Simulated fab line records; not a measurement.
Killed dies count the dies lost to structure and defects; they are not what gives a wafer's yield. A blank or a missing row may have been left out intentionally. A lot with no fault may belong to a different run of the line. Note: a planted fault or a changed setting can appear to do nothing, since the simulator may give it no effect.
Which tool was responsible? :: flow ritCmos :: Sampling: 13 lots, 39 wafers, 2 of 202 route steps

== WHAT THE GAUGES SHOWED, per wafer ==
No reading from a measuring or inspecting step in the record can be judged against a usual standard deviation.

== TOOL THAT RAN EACH LOT (tool first, then ch and the chambers of the sampled wafers, then the start) ==
lot: L837
RIT_M1_STRIP_13: wetBench-01 ch 1, day 3 08:23
RIT_M1_PROBE_99: prober-01, day 3 10:29

lot: L838
RIT_M1_STRIP_13: wetBench-03 ch 3, day 3 13:08
RIT_M1_PROBE_99: prober-02, day 3 16:22

lot: L839
RIT_M1_STRIP_13: wetBench-01 ch 1, day 3 18:04
RIT_M1_PROBE_99: prober-01, day 3 20:31

lot: L843
RIT_M1_STRIP_13: wetBench-01 ch 0, day 4 13:29
RIT_M1_PROBE_99: prober-01, day 4 15:40

lot: L848
RIT_M1_STRIP_13: wetBench-01 ch 0, day 5 13:29
RIT_M1_PROBE_99: prober-02, day 5 15:34

lot: L849
RIT_M1_STRIP_13: wetBench-01 ch 1, day 5 20:40
RIT_M1_PROBE_99: prober-01, day 5 23:34

lot: L851
RIT_M1_STRIP_13: wetBench-03 ch 3, day 6 05:13
RIT_M1_PROBE_99: prober-01, day 6 07:19

lot: L852
RIT_M1_STRIP_13: wetBench-02 ch 1, day 6 09:28
RIT_M1_PROBE_99: prober-02, day 6 11:44

lot: L854
RIT_M1_STRIP_13: wetBench-02 ch 1, day 6 19:58
RIT_M1_PROBE_99: prober-02, day 6 22:05

lot: L856
RIT_M1_STRIP_13: wetBench-02 ch 3, day 7 06:39
RIT_M1_PROBE_99: prober-02, day 7 08:44

lot: L858
RIT_M1_STRIP_13: wetBench-02 ch 2, day 7 16:04
RIT_M1_PROBE_99: prober-02, day 7 18:09

lot: L859
RIT_M1_STRIP_13: wetBench-02 ch 0, day 7 19:40
RIT_M1_PROBE_99: prober-01, day 7 21:46

lot: L860
RIT_M1_STRIP_13: wetBench-02 ch 0, day 8 03:32
RIT_M1_PROBE_99: prober-02, day 8 05:40
- RIT_M1_STRIP_13: strips in nmp, time 600 s.
- RIT_M1_PROBE_99

== WHAT THE TOOLS THEMSELVES READ (means of the sampled wafers that have a number; where no wafer has one, the mark that the record gives instead) ==
RIT_M1_STRIP_13.
lot: L837
tool: wetBench-01
bathGuardTempC (C): 79.4

lot: L838
tool: wetBench-03
bathGuardTempC (C): 80.4

lot: L839
tool: wetBench-01
bathGuardTempC (C): 79.2

lot: L843
tool: wetBench-01
bathGuardTempC (C): 79.9

lot: L848
tool: wetBench-01
bathGuardTempC (C): 79.8

lot: L849
tool: wetBench-01
bathGuardTempC (C): 79.3

lot: L851
tool: wetBench-03
bathGuardTempC (C): 80.3

lot: L852
tool: wetBench-02
bathGuardTempC (C): 80.1

lot: L854
tool: wetBench-02
bathGuardTempC (C): 80.3

lot: L856
tool: wetBench-02
bathGuardTempC (C): 78.6

lot: L858
tool: wetBench-02
bathGuardTempC (C): 79.7

lot: L859
tool: wetBench-02
bathGuardTempC (C): 78.7

lot: L860
tool: wetBench-02
bathGuardTempC (C): 79.0

RIT_M1_PROBE_99.
lot: L837
tool: prober-01
defectLimitedYield (%): 98.2
killed_at_M0_to_M3: 0.0
killedAtContacts: 0.0
killedAtFrontEnd: 5
killedDies: 5
killedOpen: 2.3
killedShort: 2.3
sort_bin_3_pad_short (%): 0.3
sort_bin_5_function (%): 1.1
sort_bin_6_memory (%): 0.4
sortNPass: 259
sortYieldPct (%): 98.2

lot: L838
tool: prober-02
defectLimitedYield (%): 97.4
killed_at_M0_to_M3: 0.0
killedAtContacts: 0.3
killedAtFrontEnd: 7
killedDies: 7
killedOpen: 4.0
killedShort: 3.0
sort_bin_3_pad_short (%): 0.3
sort_bin_5_function (%): 1.6
sort_bin_6_memory (%): 0.8
sortNPass: 257
sortYieldPct (%): 97.4

lot: L839
tool: prober-01
defectLimitedYield (%): 97.1
killed_at_M0_to_M3: 0.0
killedAtContacts: 0.7
killedAtFrontEnd: 7
killedDies: 8
killedOpen: 4.0
killedShort: 3.7
sort_bin_3_pad_short (%): 0.0
sort_bin_5_function (%): 2.3
sort_bin_6_memory (%): 0.7
sortNPass: 256
sortYieldPct (%): 97.1

lot: L843
tool: prober-01
defectLimitedYield (%): 97.2
killed_at_M0_to_M3: 0.0
killedAtContacts: 0.0
killedAtFrontEnd: 7
killedDies: 7
killedOpen: 3.3
killedShort: 4.0
sort_bin_3_pad_short (%): 0.0
sort_bin_5_function (%): 1.6
sort_bin_6_memory (%): 1.2
sortNPass: 257
sortYieldPct (%): 97.2

lot: L848
tool: prober-02
defectLimitedYield (%): 89.1
killed_at_M0_to_M3: 23.7
killedAtContacts: 0.0
killedAtFrontEnd: 5
killedDies: 29
killedOpen: 3.0
killedShort: 2.0
sort_bin_3_pad_short (%): 1.5
sort_bin_5_function (%): 6.7
sort_bin_6_memory (%): 2.7
sortNPass: 235
sortYieldPct (%): 89.1

lot: L849
tool: prober-01
defectLimitedYield (%): 87.1
killed_at_M0_to_M3: 28.7
killedAtContacts: 0.0
killedAtFrontEnd: 5
killedDies: 34
killedOpen: 3.0
killedShort: 2.3
sort_bin_3_pad_short (%): 1.6
sort_bin_5_function (%): 9.0
sort_bin_6_memory (%): 2.3
sortNPass: 230
sortYieldPct (%): 87.1

lot: L851
tool: prober-01
defectLimitedYield (%): 97.3
killed_at_M0_to_M3: 0.0
killedAtContacts: 0.0
killedAtFrontEnd: 7
killedDies: 7
killedOpen: 2.3
killedShort: 4.7
sort_bin_3_pad_short (%): 0.1
sort_bin_5_function (%): 1.5
sort_bin_6_memory (%): 1.0
sortNPass: 257
sortYieldPct (%): 97.3

lot: L852
tool: prober-02
defectLimitedYield (%): 98.0
killed_at_M0_to_M3: 0.0
killedAtContacts: 0.7
killedAtFrontEnd: 5
killedDies: 5
killedOpen: 2.7
killedShort: 2.7
sort_bin_3_pad_short (%): 0.3
sort_bin_5_function (%): 1.3
sort_bin_6_memory (%): 0.5
sortNPass: 259
sortYieldPct (%): 98.0

lot: L854
tool: prober-02
defectLimitedYield (%): 96.2
killed_at_M0_to_M3: 0.0
killedAtContacts: 0.3
killedAtFrontEnd: 10
killedDies: 10
killedOpen: 6.7
killedShort: 3.3
sort_bin_3_pad_short (%): 0.3
sort_bin_5_function (%): 2.0
sort_bin_6_memory (%): 1.5
sortNPass: 254
sortYieldPct (%): 96.2

lot: L856
tool: prober-02
defectLimitedYield (%): 97.3
killed_at_M0_to_M3: 0.3
killedAtContacts: 0.3
killedAtFrontEnd: 6
killedDies: 7
killedOpen: 4.0
killedShort: 3.0
sort_bin_3_pad_short (%): 0.1
sort_bin_5_function (%): 1.8
sort_bin_6_memory (%): 0.8
sortNPass: 257
sortYieldPct (%): 97.3

lot: L858
tool: prober-02
defectLimitedYield (%): 97.1
killed_at_M0_to_M3: 0.0
killedAtContacts: 0.0
killedAtFrontEnd: 8
killedDies: 8
killedOpen: 4.3
killedShort: 3.3
sort_bin_3_pad_short (%): 0.0
sort_bin_5_function (%): 2.0
sort_bin_6_memory (%): 0.9
sortNPass: 256
sortYieldPct (%): 97.1

lot: L859
tool: prober-01
defectLimitedYield (%): 97.3
killed_at_M0_to_M3: 0.0
killedAtContacts: 0.0
killedAtFrontEnd: 7
killedDies: 7
killedOpen: 2.7
killedShort: 4.3
sort_bin_3_pad_short (%): 0.4
sort_bin_5_function (%): 1.2
sort_bin_6_memory (%): 1.1
sortNPass: 257
sortYieldPct (%): 97.3

lot: L860
tool: prober-02
defectLimitedYield (%): 96.0
killed_at_M0_to_M3: 0.0
killedAtContacts: 0.0
killedAtFrontEnd: 11
killedDies: 11
killedOpen: 7.0
killedShort: 3.7
sort_bin_3_pad_short (%): 0.3
sort_bin_5_function (%): 2.1
sort_bin_6_memory (%): 1.6
sortNPass: 253
sortYieldPct (%): 96.0

== THE ANSWER, worked out from the rows above alone ==
Rule: usual is defined by the lots themselves. The widest of any qualifying gaps counts: lots, ordered by their means at a reading, are off when they make up no more than a third of the lots, leave a main group of 4 or more, and stand apart from it by 3 or more times the standard deviation of that group's means. The tables above print the reading to a certain number of digits; a main group whose means all agree to those digits is not used. Also off: a lot with no number at a reading for which 4 or more lots have one. All remaining lots with rows at the step are treated as sound. The gauges are gone through in route order, then the tools' own readings, and for those a lot's mean is taken as printed above. At the first step where some lot is off, the reading lying furthest off is the one used; lots without a number count as furthest.
Off, at RIT_M1_PROBE_99 on killed_at_M0_to_M3: L848, L849. The main group: mean 0.0, standard deviation 0.086.
A tool fits if, at that step or a process step before it, it ran every lot that is off, and no sound lot after the first of them. One fits: RIT_M1_STRIP_13 on wetBench-01. A fault onset in the window from L843 (day 4 13:29, its last sound lot) to L848 (day 5 13:29, its first lot off) fits.

== WHAT THE SIMULATOR HAD INSERTED ==
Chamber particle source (wetBench-01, RIT_M1_STRIP_13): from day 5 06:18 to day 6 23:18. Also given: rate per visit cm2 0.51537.
Shown lots that were struck: L848, L849. The rule above reached the same finding.
